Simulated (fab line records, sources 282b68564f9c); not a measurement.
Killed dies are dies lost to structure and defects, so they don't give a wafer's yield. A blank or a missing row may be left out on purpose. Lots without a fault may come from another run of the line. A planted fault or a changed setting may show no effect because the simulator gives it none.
Which tool did it? | flow rit_cmos | 13 lots, 39 wafers sampled, at 3 steps of a route of 202

WHAT THE GAUGES READ, wafer by wafer
RIT_GATE_THK_MEAS_07. Usual: GATE_OXIDE_THK 3.01 nm, standard deviation 0.066.
lot  | measured    | on            | GATE_OXIDE_THK (nm) | flag
L442 | day 2 20:41 | film_metro-02 | 3.10 3.13 3.17      |
L444 | day 3 02:21 | film_metro-01 | 3.08 3.05 2.96      |
L446 | day 3 12:58 | film_metro-03 | 2.89 2.97 2.93      |
L453 | day 4 20:36 | film_metro-03 | 2.93 3.03 2.95      |
L456 | day 5 12:26 | film_metro-02 | 3.00 2.99 2.99      |
L457 | day 5 20:15 | film_metro-03 | 3.08 3.06 3.08      |
L459 | day 6 00:08 | film_metro-01 | 3.04 3.03 3.06      |
L460 | day 6 08:21 | film_metro-02 | 3.03 2.97 2.90      |
L461 | day 6 12:23 | film_metro-03 | 2.99 2.98 3.01      |
L462 | day 6 17:19 | film_metro-02 | 2.89 2.98 3.01      |
L463 | day 6 21:59 | film_metro-03 | 2.83 2.89 2.86      |
L464 | day 7 04:37 | film_metro-03 | 2.98 2.98 2.99      |
L465 | day 7 08:31 | film_metro-03 | 2.96 2.98 2.92      |

RIT_NSD_TW_MEAS_10. Usual: NSD_TW 3098, standard deviation 23.
lot  | measured    | on            | NSD_TW         | flag
L442 | day 3 12:23 | film_metro-03 | 3088 3104 3082 |
L444 | day 3 16:35 | film_metro-01 | 3118 3107 3101 |
L446 | day 4 04:06 | film_metro-04 | 3066 3061 3068 |
L453 | day 5 11:59 | film_metro-01 | 3109 3093 3105 |
L456 | day 6 03:30 | film_metro-04 | 3077 3078 3071 |
L457 | day 6 09:50 | film_metro-04 | 3071 3066 3056 |
L459 | day 6 13:31 | film_metro-01 | 3115 3123 3109 |
L460 | day 6 23:44 | film_metro-04 | 3059 3057 3077 |
L461 | day 7 03:57 | film_metro-03 | 3131 3120 3104 |
L462 | day 7 07:51 | film_metro-03 | 3108 3094 3109 |
L463 | day 7 13:23 | film_metro-04 | 3085 3113 3074 |
L464 | day 7 19:16 | film_metro-01 | 3122 3113 3121 |
L465 | day 7 23:48 | film_metro-03 | 3116 3130 3119 |

RIT_PSD_OVL_MEAS_06. Usual: PSD_OVL 0.3 nm, standard deviation 1.2.
lot  | measured    | on         | PSD_OVL (nm)   | flag
L442 | day 3 13:25 | overlay-01 | 1.2 1.3 0.8    |
L444 | day 3 17:37 | overlay-02 | -0.2 -0.2 -0.9 |
L446 | day 4 05:01 | overlay-01 | 1.4 0.5 -0.2   |
L453 | day 5 13:01 | overlay-01 | 0.0 -0.5 -1.1  |
L456 | day 6 04:25 | overlay-01 | 1.5 1.6 0.8    |
L457 | day 6 10:44 | overlay-01 | 1.0 0.2 1.3    |
L459 | day 6 14:25 | overlay-01 | 2.0 1.7 0.3    |
L460 | day 7 00:38 | overlay-01 | 0.5 1.4 0.4    |
L461 | day 7 04:52 | overlay-02 | -0.9 0.9 0.6   |
L462 | day 7 08:53 | overlay-01 | -0.4 -0.3 -2.1 |
L463 | day 7 14:37 | overlay-02 | 0.7 1.4 2.8    |
L464 | day 7 20:13 | overlay-02 | -2.8 -2.3 -1.5 |
L465 | day 8 00:55 | overlay-01 | 1.4 -0.3 2.0   |

WHICH TOOL RAN EACH LOT (tool, then ch and the chambers of the sampled wafers, then the start)
The record holds no process step before these readings.

WHAT THE TOOLS THEMSELVES READ (means of the sampled wafers that have a number; where no wafer has one, the mark that the record gives instead)
The record holds no such reading with a usual standard deviation.

THE ANSWER, worked out from the rows above alone
Rule: a lot is off if the mean of its wafers that have a number lies more than 3 standard deviations from the usual mean. A lot without any number at a reading at which 4 lots or more have one is off too. The other lots that the step has rows for count as sound. The gauges are gone through in route order, then the tools' own readings, and for those a lot's mean is taken as printed above. The first step at which some lot is off is used, and at that step the reading that is off furthest; a lot without a number counts as furthest.
No lot is off at any reading shown: from this, nothing can be told.

WHAT THE SIMULATOR HAD PUT IN
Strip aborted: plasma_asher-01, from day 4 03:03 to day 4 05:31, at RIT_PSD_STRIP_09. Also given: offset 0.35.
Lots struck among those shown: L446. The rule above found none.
